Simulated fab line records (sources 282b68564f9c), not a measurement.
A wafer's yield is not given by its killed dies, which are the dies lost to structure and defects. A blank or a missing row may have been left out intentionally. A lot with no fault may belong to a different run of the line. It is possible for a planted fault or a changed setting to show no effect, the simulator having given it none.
A lot that was struck, set against a sound lot -- flow rit_cmos -- 18 steps out of a route of 202
Sound: these wafers, L724.1, L724.2, L724.6. Struck: wafers L731.1, L731.5, L731.6. At the end, the cause is stated.
For every step that has rows: the tool of each side, followed by ch and its chambers, followed by its first start. Under that, the readings that differ: sound wafers -- struck wafers -- difference of the means -- sigmas: that difference in standard deviations of wafers without a fault.
alike: readings with means less than 2 such deviations apart, plus words and numbers identical on both sides. not compared: withheld readings, readings lacking a value on some wafer, bounds such as >300 that could conceal the same value, and numbers that have no deviation in the record and whose values overlap.
The two part at a step that has a row with sigmas, a row that says differs or no value, or rows on one side only. Numbers that don't overlap but have no deviation are shown without sigmas and don't part them. A reading missing from all wafers of one side parts the sides only when that side holds two or more wafers.

first, 4 steps without rows for these wafers: RIT_NSD_SOFTBAKE_02 (time 60 s); RIT_NSD_EXPOSE_03 (exposes mask M9, target cd 40700 nm); RIT_NSD_PEB_04; RIT_NSD_DEVELOP_05 (develop time 50 s).
RIT_NSD_OVL_MEAS_06:
  sound on overlay-02 at day 3 19:53; struck on overlay-02 at day 5 05:38
  alike: NSD_OVL
then, 2 steps without rows for these wafers: RIT_NSD_HARDBAKE_07 (time 60 s); RIT_NSD_IMPLANT_08.
RIT_NSD_STRIP_09: strips in O2, time 180 s.
  sound on plasma_asher-03 ch 0,1, day 3 20:14; struck on plasma_asher-03 ch 0,1, day 5 06:01
  alike: drypump_motor_current_A
  not compared: rf_hours_counter_h
RIT_NSD_TW_MEAS_10:
  sound on film_metro-01 at day 3 20:24; struck on film_metro-02 at day 5 06:11
reading,sound,struck,difference,sigmas
NSD_TW,3068 3040 3058,3147 3153 3140,+91,+2
then, 3 steps without rows for these wafers: RIT_PSD_HMDS_00 (prime time 60 s); RIT_PSD_COAT_01 (resist thk 1000 nm); RIT_PSD_SOFTBAKE_02 (time 60 s).
RIT_PSD_EXPOSE_03: exposes mask M10, target cd 40900 nm.
  sound on iline_stepper-01 ch 0, day 3 21:02; struck on iline_stepper-01 ch 0, day 5 06:41
reading,sound,struck,difference,sigmas
model.PSD.overlay_x_nm (nm),1.663 1.663 1.663,8147 8147 8147,+8145,
  alike: mask
then, 2 steps without rows for these wafers: RIT_PSD_PEB_04; RIT_PSD_DEVELOP_05 (develop time 50 s).
RIT_PSD_OVL_MEAS_06:
  sound on overlay-01 at day 3 21:26; struck on overlay-02 at day 5 07:05
reading,sound,struck,difference,sigmas
PSD_OVL (nm),3.2 0.8 3.3,- - -,no value on the struck wafers,
then, 1 step without rows for these wafers: RIT_PSD_HARDBAKE_07 (time 60 s).
RIT_M1_PROBE_99:
  sound on prober-02 at day 4 06:29; struck on prober-01 at day 5 15:23
reading,sound,struck,difference,sigmas
killed_at_front_end,7 7 9,264 264 264,+256,+83
killed_dies,7 7 9,264 264 264,+256,+83
killed_on_rim,4 1 2,70 70 70,+68,+48
model.etest.pmos_narrow.short,0 0 0,1 1 1,+1,
model.etest.pmos_turned.short,0 0 0,1 1 1,+1,
model.etest.pmos_0p3.over_limit,0 0 0,1 1 1,+1,
model.etest.select_edge_diode_p.over_limit,0 0 0,1 1 1,+1,
model.etest.ring.no_ring,0 0 0,1 1 1,+1,
model.etest.pmos_0p15.over_limit,0 0 0,1 1 1,+1,
model.etest.pmos_0p3.short,0 0 0,1 1 1,+1,
model.etest.pmos_0p15.short,0 0 0,1 1 1,+1,
  alike: killed_open, killed_short

WHERE THEY PART
First at RIT_NSD_TW_MEAS_10; last, within this record, at RIT_M1_PROBE_99.

WHY: what had been put in by the simulator
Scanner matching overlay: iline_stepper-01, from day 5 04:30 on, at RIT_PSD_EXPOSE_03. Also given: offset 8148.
